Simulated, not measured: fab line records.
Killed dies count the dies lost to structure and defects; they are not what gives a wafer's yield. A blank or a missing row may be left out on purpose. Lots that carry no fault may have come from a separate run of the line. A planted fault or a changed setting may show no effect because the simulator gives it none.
fab line records | flow ritCmos
record: lots: 14 | wafers: 42 | lastDay: 8
route steps=202 shown PLDD@117 M1@202
lots that met no fault: from a run of the same line without faults
startH: hours from the record's opening day to when the first of the lot's shown wafers began | waitH: how many hours have passed since the lot's step before this one | " the same as in the row above | L1.1+2: one row covering several wafers at once | - no value, or no start was given | * or withheld: withheld | < > ~ a bound
route shown NAME@n: a module of which the file shows steps, and the number in the route of the first | usual: average and standard deviation across the fault-free wafers | same: alike in all rows | chamber/n: place in a boat | sites: the reading at each site | _std_site: standard deviation of those values | _edge_site: outer sites' mean less inner sites' | radiusMm: for every site, how far away it sits from the centre of the wafer | mask NAME#n: copy n | behind: the last tool/chamber to shape the wafer | hold: why the lot went on hold/how many hours it stayed there/how the hold came to an end | device: names the non-switching transistor (n, p or np) | end of line: tests run on the same wafers once the route is complete | a step without rows: its recipe alone | killed: dies that structure and defects cost at the first sort, which is not the same as the wafer's yield | map: shows each die of a wafer: x if killed, . if not, _ if none is there
set.NAME: the setting the step ran with; set.NAME@STEP: the setting that earlier step ran with | model.NAME: the simulator's own value behind a step, which no gauge read
steps of the route over a sample of lots; a table a step, a row a wafer
services: from which hour (startH, from the record's first day; less than 0 if before it) a tool's chamber was out of use, for how many hours, and why
== steps ==
step: RIT_PLDD_EXPOSE_03
recipe: maskId: M8 | na: 0.57 | targetCdNm: 40900 | doseMj: 250
lot.wafer  | tool            | chamber | startH | waitH | mask
L143.1+5+6 | ilineStepper-01 | 0       | 44.27  | 0.1   | M8#0
L144.1+3+5 | ilineStepper-02 | 0       | 48.14  | 0.2   | M8#0
L145.2+3+6 | ilineStepper-02 | 0       | 58.78  | 0.1   | M8#0
L146.4+5+6 | ilineStepper-01 | 0       | 65.03  | 0.2   | M8#0
L147.2+5+6 | ilineStepper-01 | 0       | 69.94  | 0.1   | M8#0
L148.2+4+6 | ilineStepper-02 | 0       | 73.06  | 0.2   | M8#0
L151.1+2+6 | ilineStepper-01 | 0       | 91.34  | 0.2   | M8#0
L155.1+2+4 | ilineStepper-01 | 0       | 107.73 | 0.2   | M8#0
L156.1+3+5 | ilineStepper-02 | 0       | 114.77 | 0.2   | M8#0
L157.2+3+4 | ilineStepper-02 | 0       | 128.81 | 0.1   | M8#0
L159.2+5+6 | ilineStepper-02 | 0       | 137.70 | 0.2   | M8#0
L161.2+4+6 | ilineStepper-02 | 0       | 150.70 | 0.1   | M8#0
L163.1+3+5 | ilineStepper-02 | 0       | 165.80 | 0.1   | M8#0
L165.1+3+4 | ilineStepper-02 | 0       | 178.25 | 0.2   | M8#0
step: RIT_PLDD_OVL_MEAS_06
usual: PLDD_OVL: 0.1/1.6
lot.wafer | tool       | chamber | startH | waitH | PLDD_OVL[nm]
L143.1    | overlay-02 | -       | 44.67  | -     | 1.5
L143.5    | "          | -       | "      | "     | 1.6
L143.6    | "          | -       | "      | "     | -0.1
L144.1    | overlay-01 | -       | 48.55  | -     | -0.1
L144.3    | "          | -       | "      | "     | -0.5
L144.5    | "          | -       | "      | "     | -0.1
L145.2    | overlay-02 | -       | 59.16  | -     | -0.2
L145.3    | "          | -       | "      | "     | 1.3
L145.6    | "          | -       | "      | "     | 0.4
L146.4    | overlay-02 | -       | 65.39  | -     | 1.5
L146.5    | "          | -       | "      | "     | 0.4
L146.6    | "          | -       | "      | "     | 0.1
L147.2    | overlay-02 | -       | 70.45  | -     | 0.5
L147.5    | "          | -       | "      | "     | 2.1
L147.6    | "          | -       | "      | "     | 0.1
L148.2    | overlay-02 | -       | 73.45  | -     | 0.1
L148.4    | "          | -       | "      | "     | 0.9
L148.6    | "          | -       | "      | "     | -0.4
L151.1    | overlay-02 | -       | 91.74  | -     | -
L151.2    | "          | -       | "      | "     | -
L151.6    | "          | -       | "      | "     | -
L155.1    | overlay-01 | -       | 108.13 | -     | -
L155.2    | "          | -       | "      | "     | -
L155.4    | "          | -       | "      | "     | -
L156.1    | overlay-02 | -       | 115.17 | -     | -1.2
L156.3    | "          | -       | "      | "     | -1.3
L156.5    | "          | -       | "      | "     | -0.4
L157.2    | overlay-02 | -       | 129.19 | -     | -1.5
L157.3    | "          | -       | "      | "     | -1.3
L157.4    | "          | -       | "      | "     | -0.6
L159.2    | overlay-02 | -       | 138.08 | -     | 0.3
L159.5    | "          | -       | "      | "     | 0.0
L159.6    | "          | -       | "      | "     | -0.6
L161.2    | overlay-02 | -       | 151.09 | -     | -4.0
L161.4    | "          | -       | "      | "     | -2.8
L161.6    | "          | -       | "      | "     | -1.4
L163.1    | overlay-02 | -       | 166.20 | -     | 0.4
L163.3    | "          | -       | "      | "     | -0.2
L163.5    | "          | -       | "      | "     | 2.4
L165.1    | overlay-01 | -       | 178.72 | -     | 0.3
L165.3    | "          | -       | "      | "     | -1.3
L165.4    | "          | -       | "      | "     | -2.6
step: RIT_M1_PROBE_99
usual: killedAtContacts: 0.1/0.24 | killedAtFrontEnd: 7/3.1 | killedDies: 7/3.1 | killedOnRim: 1.9/1.3 | killedOpen: 3.3/1.9 | killedShort: 3.9/2.1
same: grossDies: 264 | killed_at_M0_to_M3: 0 | killed_at_M4_up: 0 | killedAtBackSide: 0 | killedAtOther: 0
lot.wafer | tool      | chamber | startH | waitH | killedAtContacts | killedAtFrontEnd | killedDies | killedOnRim | killedOpen | killedShort
L151.1    | prober-01 | -       | 105.78 | 0.1   | 0                | 264              | 264        | 70          | 4          | 5
L151.2    | prober-01 | -       | 105.83 | 0.1   | 0                | 264              | 264        | 70          | 4          | 6
L151.6    | prober-01 | -       | 106.03 | 0.2   | 1                | 263              | 264        | 70          | 5          | 7
L155.1    | prober-01 | -       | 122.41 | 0.1   | 0                | 264              | 264        | 70          | 5          | 3
L155.2    | prober-01 | -       | 122.46 | 0.1   | 0                | 264              | 264        | 70          | 2          | 2
L155.4    | prober-01 | -       | 122.56 | 0.2   | 0                | 264              | 264        | 70          | 3          | 5
killed by level:class
L151.1 PLDD:overlay=255 FOX1:geometricParticle:short=2 GATE:geometricParticle:open=2 SPACER:geometricParticle:short=2 FOX2:geometricParticle:open=1 GATE:geometricParticle:short=1 SPACER:geometricParticle:open=1
L151.2 PLDD:overlay=254 GATE:geometricParticle:short=5 REOX:geometricParticle:open=2 GATE:geometricParticle:open=1 REOX:geometricParticle:short=1 SILICIDE:geometricParticle:open=1
L151.6 PLDD:overlay=252 FOX2:geometricParticle:short=2 GATE:geometricParticle:short=2 GATE:geometricParticle:open=2 FOX1:geometricParticle:short=1 REOX:geometricParticle:open=1 SPACER:geometricParticle:open=1 SPACER:geometricParticle:short=1
L155.1 PLDD:overlay=256 FOX1:geometricParticle:open=2 GATE:geometricParticle:open=2 FOX1:geometricParticle:short=1 FOX2:geometricParticle:short=1 REOX:geometricParticle:open=1 REOX:geometricParticle:short=1
L155.2 PLDD:overlay=260 GATE:geometricParticle:short=1 GATE:geometricParticle:open=1 SPACER:geometricParticle:open=1 SILICIDE:geometricParticle:short=1
L155.4 PLDD:overlay=256 SILICIDE:geometricParticle:short=4 SILICIDE:geometricParticle:open=2 FOX1:geometricParticle:short=1 REOX:geometricParticle:open=1
== services ==
tool            | chamber | startH | hours | kind
ilineStepper-02 | 0       | 59.27  | -     | calibration
ilineStepper-01 | 0       | 60.40  | -     | calibration
ilineStepper-01 | -       | 111.55 | 2.7   | repair
ilineStepper-02 | -       | 168.83 | 1.7   | pm
== key ==
firstSign: step: RIT_PLDD_OVL_MEAS_06 | reading: PLDD_OVL | direction: missing
effect: step: RIT_M1_PROBE_99 | reading: killedAtFrontEnd | direction: up | sigmas: 84 | usual: 7 | struck: 264
moreKillsBornAt: RIT_PLDD_EXPOSE_03@ilineStepper-01: 1533
metAt RIT_PLDD_EXPOSE_03
struckLots L151,L155
testerLeftOut L151,L155
onsetBetween 69.94 91.34
fault: kind: scannerMatchingOverlay | tool: ilineStepper-01 | chamber: - | onsetH: 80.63 | steps: RIT_PLDD_EXPOSE_03 | offset: 5792.3
testerLeftOut: of these lots the tester's yield and bins aren't shown, on N5 and GAA mostly nor the transistor test; their killed dies are dies lost to structure and defects alone, not to doping, threshold or leakage, so they don't give the yield
